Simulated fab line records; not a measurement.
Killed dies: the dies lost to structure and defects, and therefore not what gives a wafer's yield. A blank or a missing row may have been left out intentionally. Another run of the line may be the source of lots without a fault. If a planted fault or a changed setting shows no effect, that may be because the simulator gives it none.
8D (eight disciplines) problem report, filled in by code / flow ritCmos / the parts of the form that need people (team, actions taken, sign-off) are left out

## 1. WHAT WENT WRONG
Mean NLDD_OVL at RIT_NLDD_OVL_MEAS_06: -150.0 nm over 9 wafers in 3 lots; fault-free wafers: 0.1 nm, standard deviation 1.2. That is -99 or more standard deviations from the usual mean.
First seen on wafer L219.2, day 4 16:10, on overlay-01. At this step, 45 wafers from 15 lots have a number in the record. The rule behind "out" and "out of limits": a value lying over 4 standard deviations away from the usual mean. Any other wafer with a number is counted as sound.

## 2. WHAT IT IS AND WHAT IT IS NOT
question=which readings at this step | is=NLDD_OVL | is not=-
question=which lots | is=L219, L221, L226 | is not=L210, L211, L212, L213, L214, L215, L217, L218, L228, L230, L231, L233
question=which wafers of those lots | is=all that have a number | is not=-
question=read on which gauges | is=overlay-01 | is not=overlay-02
question=when | is=from day 4 16:10 | is not=up to then (24 sound wafers); but 12 sound wafers of L228, L230, L231, L233 came after

## 3. WHAT RULES OUT EACH SUSPECT
Counting: a tool stays on the suspect list if, at a process step up to the reading, it processed all lots that are out and no sound lot following the first of them.
- the gauge at RIT_NLDD_OVL_MEAS_06: kept. All the wafers that are out were read on overlay-01, and no step on other tools shows them out.
- ilineStepper-01 at RIT_NLDD_EXPOSE_03 (exposes mask M7, target cd 40700 nm): kept. All lots that are out passed through it, beginning with L219 at day 4 15:47, and no sound lot followed; its final sound lot before that point was L218 at day 4 09:24.
What counting leaves: ilineStepper-01 at RIT_NLDD_EXPOSE_03 and overlay-01 at RIT_NLDD_OVL_MEAS_06.

## 4. THE CAUSE (what the simulator had put in)
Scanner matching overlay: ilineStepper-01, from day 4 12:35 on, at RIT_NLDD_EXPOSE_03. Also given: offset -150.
Counting leaves 2 suspects; this tool is one of them.

## 5. THE EFFECT CHAIN, in route order
Each row: a reading where the mean over the struck wafers with a number is more than 3 standard deviations away from the usual. Only readings whose record carries a usual standard deviation are examined. hours: median over the lots of the time between each lot's start at the first step of this table that gives one and its start at this step. sigmas: the change, counted in usual standard deviations.
hours=0; step=RIT_NLDD_OVL_MEAS_06; reading=NLDD_OVL; usual=0.1 nm; on struck wafers=-150.0; change=-150.1; sigmas=-99 or more
At these later measuring or inspecting steps, every struck wafer for which the step has a row has a number for every such reading, and none has moved that far: RIT_PLDD_OVL_MEAS_06.

## 6. HOW IT WOULD HAVE BEEN CAUGHT EARLIER
4 hours passed between the start of the fault at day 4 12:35 and the first reading out of limits at a measuring or inspecting step in this record, taken at day 4 16:10.
Tool readings at RIT_NLDD_EXPOSE_03 with a usual standard deviation given in the record: none out on any struck wafer, hence no alarm at a limit of 4 standard deviations on them.
Among the 3 lots that are out, L221, L226 began RIT_NLDD_EXPOSE_03 on ilineStepper-01 after day 4 16:10. A hold on the tool at that time would have spared those 2.
